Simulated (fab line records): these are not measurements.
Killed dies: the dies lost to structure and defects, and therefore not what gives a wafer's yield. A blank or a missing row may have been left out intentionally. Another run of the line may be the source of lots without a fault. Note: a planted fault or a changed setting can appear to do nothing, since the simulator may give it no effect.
Check of tool commonality -- flow berkeley cmos170 -- Sample size 14 lots and 42 wafers

## REASON IT WAS OPENED
At UCB170_NSD_TW_MEAS_10 the reading NSD_TW is flagged on 2 of 14 lots. No-fault wafers: 4206, standard deviation 33.
Rule: flag the lot when none of its wafers has a number, or when each of its wafers that has one lies beyond 4 standard deviations from that mean. As for the other lots, they are considered sound.

lot,measured,on,"NSD_TW, wafer by wafer",flag
L164,day 6 22:02,film metro-02,4190 4177 4193,
L166,day 6 22:08,film metro-04,4216 4265 4253,
L165,day 6 22:17,film metro-02,4185 4192 4180,
L168,day 7 20:04,film metro-01,4216 4239 4209,
L169,day 7 20:35,film metro-04,4218 4229 4215,
L170,day 8 10:59,film metro-02,4180 4171 4167,
L171,day 8 12:43,film metro-01,4221 4245 4228,
L173,day 9 04:46,film metro-04,4241 4267 4275,
L175,day 9 14:02,film metro-01,4183 4195 4212,
L179,day 10 06:14,film metro-04,4240 4230 4260,
L178,day 10 06:23,film metro-01,4238 4250 4271,
L181,day 10 13:14,film metro-02,4071 4054 4056,FLAGGED
L185,day 11 07:31,film metro-02,4030 4044 4049,FLAGGED
L186,day 11 18:11,film metro-01,4179 4187 4183,
The mean of the flagged lots' numbers is 4051, -155 from the usual (-5 standard deviations).

## LOT BY LOT: THE TOOL USED
Before the reading, the record contains 2 process steps out of a 331-step route. In each cell: the tool, then ch and the chambers that the sampled wafers went through, then the start.
lot,flag,UCB170_NSD_IMPLANT_08,UCB170_NSD_STRIP_09
L164,,"implanter-01 ch 0, day 6 21:48","plasma asher-02 ch 0, day 6 21:55"
L166,,"implanter-02 ch 0, day 6 21:53","plasma asher-01 ch 0,1, day 6 22:02"
L165,,"implanter-03 ch 0, day 6 22:04","plasma asher-03 ch 0,1, day 6 22:11"
L168,,"implanter-01 ch 0, day 7 19:49","plasma asher-02 ch 0,1, day 7 19:58"
L169,,"implanter-02 ch 0, day 7 20:20","plasma asher-01 ch 0,1, day 7 20:29"
L170,,"implanter-02 ch 0, day 8 10:46","plasma asher-02 ch 0,1, day 8 10:54"
L171,,"implanter-03 ch 0, day 8 12:28","plasma asher-01 ch 0,1, day 8 12:37"
L173,,"implanter-01 ch 0, day 9 04:33","plasma asher-01 ch 0,1, day 9 04:41"
L175,,"implanter-03 ch 0, day 9 13:47","plasma asher-03 ch 1, day 9 13:56"
L179,,"implanter-03 ch 0, day 10 06:01","plasma asher-03 ch 0,1, day 10 06:09"
L178,,"implanter-01 ch 0, day 10 06:08","plasma asher-01 ch 0,1, day 10 06:17"
L181,FLAGGED,"implanter-03 ch 0, day 10 12:59","plasma asher-03 ch 0,1, day 10 13:08"
L185,FLAGGED,"implanter-03 ch 0, day 11 07:18","plasma asher-02 ch 0,1, day 11 07:26"
L186,,"implanter-01 ch 0, day 11 17:56","plasma asher-03 ch 0,1, day 11 18:04"
What these steps do:
- UCB170_NSD_IMPLANT_08
- UCB170_NSD_STRIP_09: strips in O2.
- UCB170_NSD_TW_MEAS_10

## FLAGGED OVER TOTAL, TOOL BY TOOL (the gauges that took the reading come last)
step,tool,lots run,flagged,share of the flagged lots,sound lots run after its first flagged lot
UCB170_NSD_IMPLANT_08,implanter-01,5,0,none,-
UCB170_NSD_IMPLANT_08,implanter-02,3,0,none,-
UCB170_NSD_IMPLANT_08,implanter-03,6,2,all,0
UCB170_NSD_STRIP_09,plasma asher-01,5,0,none,-
UCB170_NSD_STRIP_09,plasma asher-02,4,1,some,0
UCB170_NSD_STRIP_09,plasma asher-03,5,1,some,1 (L186)
UCB170_NSD_TW_MEAS_10,film metro-01,5,0,none,-
UCB170_NSD_TW_MEAS_10,film metro-02,5,2,all,0
UCB170_NSD_TW_MEAS_10,film metro-04,4,0,none,-

## THE TABLE: WHAT IT ALLOWS
Rows of the table that ran all the flagged lots, 2 in number: implanter-03 at UCB170_NSD_IMPLANT_08; film metro-02 at UCB170_NSD_TW_MEAS_10.
- implanter-03 at UCB170_NSD_IMPLANT_08 ran 6 lots, 2 of them flagged. A fault beginning between L179 (day 10 06:01), its last sound lot, and L181 (day 10 12:59), its first flagged one, fits the data. Its own readings lie more than 4 standard deviations out on every wafer of the flagged lots: beam on s, faraday current uA.
- film metro-02 at UCB170_NSD_TW_MEAS_10 ran 5 lots, 2 of them flagged. A fault beginning between L170 (day 8 10:59), its last sound lot, and L181 (day 10 13:14), its first flagged one, fits the data.
A lot count leaves these 2 tools indistinguishable: every one of them fits a fault beginning at some hour. More lots, or a look at what each step does to the wafer, might.

## WHAT THE SIMULATOR PUT IN
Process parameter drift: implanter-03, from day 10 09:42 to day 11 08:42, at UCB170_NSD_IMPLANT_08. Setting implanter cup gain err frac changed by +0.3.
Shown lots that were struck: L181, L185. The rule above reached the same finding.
